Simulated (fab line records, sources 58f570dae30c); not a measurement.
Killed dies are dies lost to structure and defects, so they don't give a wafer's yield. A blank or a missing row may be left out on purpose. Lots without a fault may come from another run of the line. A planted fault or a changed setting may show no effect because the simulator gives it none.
A struck lot beside a sound one | flow berkeley_cmos170 | 14 steps out of a route of 331
Sound: wafers L552.3, L552.4, L552.5. Struck: wafers L563.2, L563.3, L563.5. The cause comes at the end.
At each step with rows: each side's tool, then ch and its chambers, then its first start. Under that, the readings that differ: sound wafers | struck wafers | difference of the means | sigmas: that difference in standard deviations of wafers without a fault.
alike: readings whose means differ by less than 2 such deviations, and words and numbers that are the same on both sides. not compared: withheld readings, readings that some wafer has no value for, bounds like >300 that may hide the same value, and numbers for which the record gives no deviation and whose values overlap.
The two part at a step that has a row with sigmas, a row that says differs or no value, or rows on one side only. Numbers that don't overlap but have no deviation are shown without sigmas and don't part them. A reading that every wafer of one side lacks parts them only if that side has two wafers or more.

first, 5 steps without rows for these wafers: UCB170_NWELL_WET_ETCH_18 (etches Si3N4 in H3PO4, time 14400 s); UCB170_NWELL_WET_ETCH_19 (etches SiO2 in BOE, time 22 s); UCB170_PWELL_CLEAN_00 (cleans in SPM, time 600 s); UCB170_PWELL_CLEAN_01 (cleans in dHF, time 60 s); UCB170_PWELL_OXIDATION_02 (target thk 26.4 nm, ox time 1260 s).
UCB170_PWELL_THK_MEAS_03:
  sound on film_metro-01, day 3 22:40; struck on film_metro-03, day 5 14:44
  reading              | sound          | struck         | difference | sigmas
  PWELL_OXIDE_THK (nm) | 26.4 26.5 26.2 | 28.0 27.4 27.3 | +1.2       | +3
then, 2 steps without rows for these wafers: UCB170_PWELL_ANNEAL_04 (time 900 s); UCB170_PWELL_CVD_05 (deposits Si3N4 from SiH2Cl2/NH3, target thk 220 nm, time 3300 s).
UCB170_PWELL_THK_MEAS_06:
  sound on film_metro-04, day 4 09:36; struck on film_metro-04, day 5 19:38
  alike: PWELL_NITRIDE_THK
then, 3 steps without rows for these wafers: UCB170_PWELL_HMDS_07 (prime time 60 s); UCB170_PWELL_COAT_08 (resist thk 900 nm); UCB170_PWELL_SOFTBAKE_09 (time 60 s).
UCB170_PWELL_EXPOSE_10: exposes mask PWELL, target cd 3000 nm.
  sound on krf_scanner-02 ch 0, day 4 11:22; struck on krf_scanner-02, day 5 21:17
  no value came back on the struck wafers for exposure_dose_mJ_cm2, focus_offset_nm (nm); on the sound wafers exposure_dose_mJ_cm2 reads 18.999 18.991 18.957
  alike: mask
then, 1 step without rows for these wafers: UCB170_PWELL_PEB_11.

WHERE THEY PART
First at UCB170_PWELL_THK_MEAS_03; last, within this record, at UCB170_PWELL_EXPOSE_10.

WHY: what the simulator had put in
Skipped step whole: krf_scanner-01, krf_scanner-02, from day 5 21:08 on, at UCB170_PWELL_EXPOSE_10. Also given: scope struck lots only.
